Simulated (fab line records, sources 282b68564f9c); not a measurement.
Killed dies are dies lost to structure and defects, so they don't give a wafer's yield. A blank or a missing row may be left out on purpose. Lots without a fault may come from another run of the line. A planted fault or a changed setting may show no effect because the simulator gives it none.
fab line records | flow rit_cmos
record lots=6 wafers=18 last_day=7
route steps=202 shown NRETRO@53 PRETRO@64 M1@202
lots that met no fault: from a run of the same line without faults
start_h: hours from the record's first day to the start of the lot's first wafer shown | wait_h: hours since the lot's step before | " the same as in the row above | L1.1+2: a row that stands for several wafers | - no value, or no start given | * or withheld: withheld | < > ~ a bound
route shown NAME@n: a module of which the file shows steps, and the number in the route of the first | usual: mean/standard deviation of fault-free wafers | same: alike in all rows | chamber/n: place in a boat | sites: the reading at each site | _std_site: their standard deviation | _edge_site: outer sites' mean less inner sites' | radius_mm: how far each site lies from the wafer's centre | mask NAME#n: copy n | behind: the tool/chamber that last shaped the wafer | hold: why the lot was held/for how many hours/how that ended | device: the transistor (n, p or np) that didn't switch | end of line: the same wafers' tests at the end of the route | a step without rows: its recipe alone | killed: dies lost to structure and defects at the first sort, not the wafer's yield | map: a wafer's dies, x killed, . not, _ none there
set.NAME: the setting as run; set.NAME@STEP: as run at that earlier step | model.NAME: the simulator's own value behind a step, which no gauge read
lots at some steps of the route; a table a step, a row a wafer
services: from which hour (start_h, from the record's first day; less than 0 if before it) a tool's chamber was out of use, for how many hours, and why
## steps
# step RIT_NRETRO_HMDS_00
# recipe prime_time_s=60 prime_temp_c=140
# step RIT_NRETRO_COAT_01
# recipe resist=NOVOLAK spin_rpm=2000 resist_thk_nm=1319
# step RIT_NRETRO_SOFTBAKE_02
# recipe resist=NOVOLAK temp_c=90 time_s=60
# step RIT_NRETRO_EXPOSE_03
# recipe mask_id=M4 na=0.57 target_cd_nm=43900 dose_mj=250
# step RIT_NRETRO_PEB_04
# recipe resist=NOVOLAK temp_c=withheld time_s=withheld
# step RIT_NRETRO_DEVELOP_05
# recipe resist=NOVOLAK develop_time_s=68 dev_temp_c=23
# step RIT_NRETRO_OVL_MEAS_06
# usual NRETRO_OVL=-0.5/1.4
# columns lot.wafer tool chamber start_h wait_h NRETRO_OVL[nm]
L383.1 overlay-02 - 80.40 - -0.7
L383.2 " - " " 0.1
L383.3 " - " " -1.2
L387.1 overlay-02 - 101.94 - -1.8
L387.2 " - " " -0.9
L387.6 " - " " 0.3
L389.1 overlay-01 - 111.90 - -0.8
L389.3 " - " " -2.5
L389.6 " - " " -0.8
L390.2 overlay-01 - 117.40 - -1.7
L390.5 " - " " -2.2
L390.6 " - " " -1.0
L392.2 overlay-02 - 127.85 - 0.9
L392.3 " - " " 1.0
L392.5 " - " " 1.1
L393.2 overlay-01 - 131.61 - 0.4
L393.5 " - " " 1.9
L393.6 " - " " 1.9
# step RIT_NRETRO_HARDBAKE_07
# recipe resist=NOVOLAK temp_c=140 time_s=120
# step RIT_NRETRO_IMPLANT_08
# recipe species=P energy_kev=68.75 dose_cm2=1e+13 tilt_deg=7
# step RIT_NRETRO_STRIP_09
# recipe chemistry=O2 time_s=180 resist=NOVOLAK platen_temp_c=withheld power_w=500 pressure_mtorr=4000 o2_flow_sccm=4000
# usual drypump_motor_current_A=6.0/0.38
# columns lot.wafer tool chamber start_h wait_h drypump_motor_current_A rf_hours_counter_h
L383.1 plasma_asher-02 1 80.97 0.1 6.6 43
L383.2 " 0 " " 5.7 43
L383.3 " 1 " " 6.6 -
L387.1 plasma_asher-02 0 102.38 0.1 5.7 46
L387.2 " 1 " " 6.6 46
L387.6 " 0 " " 5.6 -
L389.1 plasma_asher-04 0 112.34 0.1 6.0 49
L389.3 " 1 " " 5.8 -
L389.6 " 0 " " 6.0 -
L390.2 plasma_asher-01 0 117.83 0.1 5.4 0
L390.5 " 1 " " 6.4 -
L390.6 " 0 " " 5.4 -
L392.2 plasma_asher-01 0 128.28 0.1 5.5 1
L392.3 " 0 " " 5.5 -
L392.5 " 1 " " 6.4 -
L393.2 plasma_asher-01 0 132.04 0.1 5.4 2
L393.5 " 1 " " 6.4 -
L393.6 " 0 " " 5.4 -
# step RIT_NRETRO_TW_MEAS_10
# usual NRETRO_TW=1046/6.8
# columns lot.wafer tool chamber start_h wait_h NRETRO_TW
L383.1 film_metro-04 - 81.15 0.1 1040
L383.2 " - " " 1044
L383.3 " - " " 1043
L387.1 film_metro-03 - 102.55 0.1 1036
L387.2 " - " " 1039
L387.6 " - " " 1040
L389.1 film_metro-04 - 112.51 0.1 1039
L389.3 " - " " 1033
L389.6 " - " " 1043
L390.2 film_metro-03 - 118.02 0.1 1043
L390.5 " - " " 1040
L390.6 " - " " 1038
L392.2 film_metro-03 - 128.47 0.1 1051
L392.3 " - " " 1050
L392.5 " - " " 1056
L393.2 film_metro-04 - 132.23 0.1 1043
L393.5 " - " " 1047
L393.6 " - " " 1052
# step RIT_PRETRO_HMDS_00
# recipe prime_time_s=60 prime_temp_c=140
# step RIT_PRETRO_COAT_01
# recipe resist=NOVOLAK spin_rpm=2000 resist_thk_nm=1300
# usual spin_speed_rpm=1999.9/1.2
# columns lot.wafer tool chamber start_h wait_h spin_speed_rpm model.NOVOLAK_of_PRETRO_COAT_01.thk_nm
L383.1 litho_track-02 0 81.36 0.1 1999.4 1304
L383.2 " 0 " " 1999.4 1302
L383.3 " 0 " " 1999.5 1305
L387.1 litho_track-01 0 102.76 0.1 1998.7 1295
L387.2 " 0 " " 1998.6 1299
L387.6 " 0 " " 2000.1 1299
L389.1 litho_track-02 0 112.72 0.1 2000.6 259
L389.3 " 0 " " 2000.9 259.7
L389.6 " 0 " " 1998.8 259.4
L390.2 litho_track-02 0 118.24 0.1 1996.4 259.4
L390.5 " 0 " " 2001.0 259.9
L390.6 " 0 " " 1999.3 258.9
L392.2 litho_track-01 0 128.69 0.1 1999.2 1301
L392.3 " 0 " " 1999.9 1301
L392.5 " 0 " " 1999.7 1303
L393.2 litho_track-01 0 132.45 0.1 1998.1 1303
L393.5 " 0 " " 2001.1 1303
L393.6 " 0 " " 1998.7 1298
# step RIT_PRETRO_SOFTBAKE_02
# recipe resist=NOVOLAK temp_c=90 time_s=60
# step RIT_PRETRO_EXPOSE_03
# recipe mask_id=M5 na=0.57 target_cd_nm=43700 dose_mj=250
# step RIT_PRETRO_PEB_04
# recipe resist=NOVOLAK temp_c=withheld time_s=withheld
# step RIT_PRETRO_DEVELOP_05
# recipe resist=NOVOLAK develop_time_s=68 dev_temp_c=23
# step RIT_PRETRO_OVL_MEAS_06
# usual PRETRO_OVL=-0.5/1.1
# columns lot.wafer tool chamber start_h wait_h PRETRO_OVL[nm]
L383.1 overlay-02 - 82.09 - -2.4
L383.2 " - " " -1.7
L383.3 " - " " -2.4
L387.1 overlay-01 - 103.62 - -1.3
L387.2 " - " " -0.2
L387.6 " - " " 0.5
L389.1 overlay-01 - 113.54 - 0.3
L389.3 " - " " 0.3
L389.6 " - " " -0.4
L390.2 overlay-02 - 118.95 - 0.7
L390.5 " - " " 0.2
L390.6 " - " " 0.3
L392.2 overlay-01 - 129.41 - -1.0
L392.3 " - " " 0.1
L392.5 " - " " -0.8
L393.2 overlay-02 - 133.16 - 0.9
L393.5 " - " " 1.1
L393.6 " - " " -0.6
# step RIT_PRETRO_HARDBAKE_07
# recipe resist=NOVOLAK temp_c=140 time_s=120
# columns lot.wafer tool chamber start_h wait_h model.NOVOLAK_of_PRETRO_COAT_01.thk_nm
L383.1 litho_track-02 0 82.12 0.0 1140
L383.2 " 0 " " 1139
L383.3 " 0 " " 1141
L387.1 litho_track-01 0 103.65 0.0 1132
L387.2+6 " 0 " " 1136
L389.1 litho_track-01 0 113.58 0.0 233.4
L389.3 " 0 " " 234
L389.6 " 0 " " 233.7
L390.2 litho_track-03 0 119.03 0.1 233.8
L390.5 " 0 " " 234.2
L390.6 " 0 " " 233.3
L392.2 litho_track-03 0 129.48 0.1 1138
L392.3 " 0 " " 1137
L392.5 " 0 " " 1139
L393.2 litho_track-02 0 133.23 0.1 1139
L393.5 " 0 " " 1140
L393.6 " 0 " " 1135
# step RIT_PRETRO_IMPLANT_08
# recipe species=B energy_kev=45 dose_cm2=1.223e+13 tilt_deg=7
# step RIT_M1_PROBE_99
# usual killed_at_M0_to_M3=0.0/0.12 killed_at_front_end=6.8/3 killed_dies=6.9/3 killed_open=3.3/1.9 killed_short=3.6/1.9
# same gross_dies=264 killed_at_M4_up=0 killed_at_back_side=0 killed_at_contacts=0 killed_at_other=0
# columns lot.wafer tool chamber start_h wait_h killed_at_M0_to_M3 killed_at_front_end killed_dies killed_open killed_short
L387.1 prober-02 - 129.77 0.1 0 8 8 6 2
L387.2 prober-02 - 129.82 0.1 1 4 5 2 3
L387.6 prober-02 - 130.02 0.2 0 6 6 3 3
L392.2 prober-01 - 163.14 0.1 0 7 7 3 4
L392.3 prober-01 - 163.19 0.2 0 3 3 2 1
L392.5 prober-01 - 163.29 0.2 0 7 7 2 5
# killed by level:class
L387.1 GATE:geometric_particle:open=4 FOX2:geometric_particle:short=1 REOX:geometric_particle:open=1 SPACER:geometric_particle:short=1 SILICIDE:geometric_particle:open=1
L387.2 FOX1:geometric_particle:open=1 FOX2:geometric_particle:short=1 GATE:geometric_particle:short=1 SPACER:geometric_particle:open=1 M1:geometric_particle:short=1
L387.6 FOX1:geometric_particle:open=1 FOX2:geometric_particle:short=1 GATE:geometric_particle:open=1 GATE:geometric_particle:short=1 REOX:geometric_particle:open=1 SPACER:geometric_particle:short=1
L392.2 GATE:geometric_particle:short=4 FOX1:geometric_particle:open=1 GATE:geometric_particle:open=1 REOX:geometric_particle:open=1
L392.3 FOX1:geometric_particle:short=1 REOX:geometric_particle:open=1 SPACER:geometric_particle:open=1
L392.5 FOX1:geometric_particle:open=1 FOX1:geometric_particle:short=1 FOX2:geometric_particle:short=1 GATE:geometric_particle:short=1 GATE:geometric_particle:open=1 SPACER:geometric_particle:short=1 SILICIDE:geometric_particle:short=1
## services
# columns tool chamber start_h hours kind
plasma_asher-01 - 108.75 9.0 pm
plasma_asher-01 0 108.75 9.0 vent_cycle
plasma_asher-01 1 108.75 9.0 vent_cycle
plasma_asher-01 0 117.75 - clean
plasma_asher-01 1 117.75 - clean
## key
first_sign none at tools or gauges
model_effect step=RIT_PRETRO_COAT_01 value=NOVOLAK_of_PRETRO_COAT_01.thk_nm without=1297 struck=259.4
model_effect step=RIT_PRETRO_HARDBAKE_07 value=NOVOLAK_of_PRETRO_COAT_01.thk_nm without=1134 struck=233.7
met_at RIT_PRETRO_COAT_01
struck_wafers L389.1,L389.3,L389.6,L390.2,L390.5,L390.6
tester_left_out L389,L390
onset_between 81.36 112.72
fault kind=process_parameter_drift tool=litho_track-02 chamber=- onset_h=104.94 steps=RIT_PRETRO_COAT_01 channel=resist_thk_nm offset=-1040 shape=step end_h=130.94 acts_in=these_recipes_only stated=1300
# tester_left_out: of these lots the tester's yield and bins aren't shown, on N5 and GAA mostly nor the transistor test; their killed dies are dies lost to structure and defects alone, not to doping, threshold or leakage, so they don't give the yield
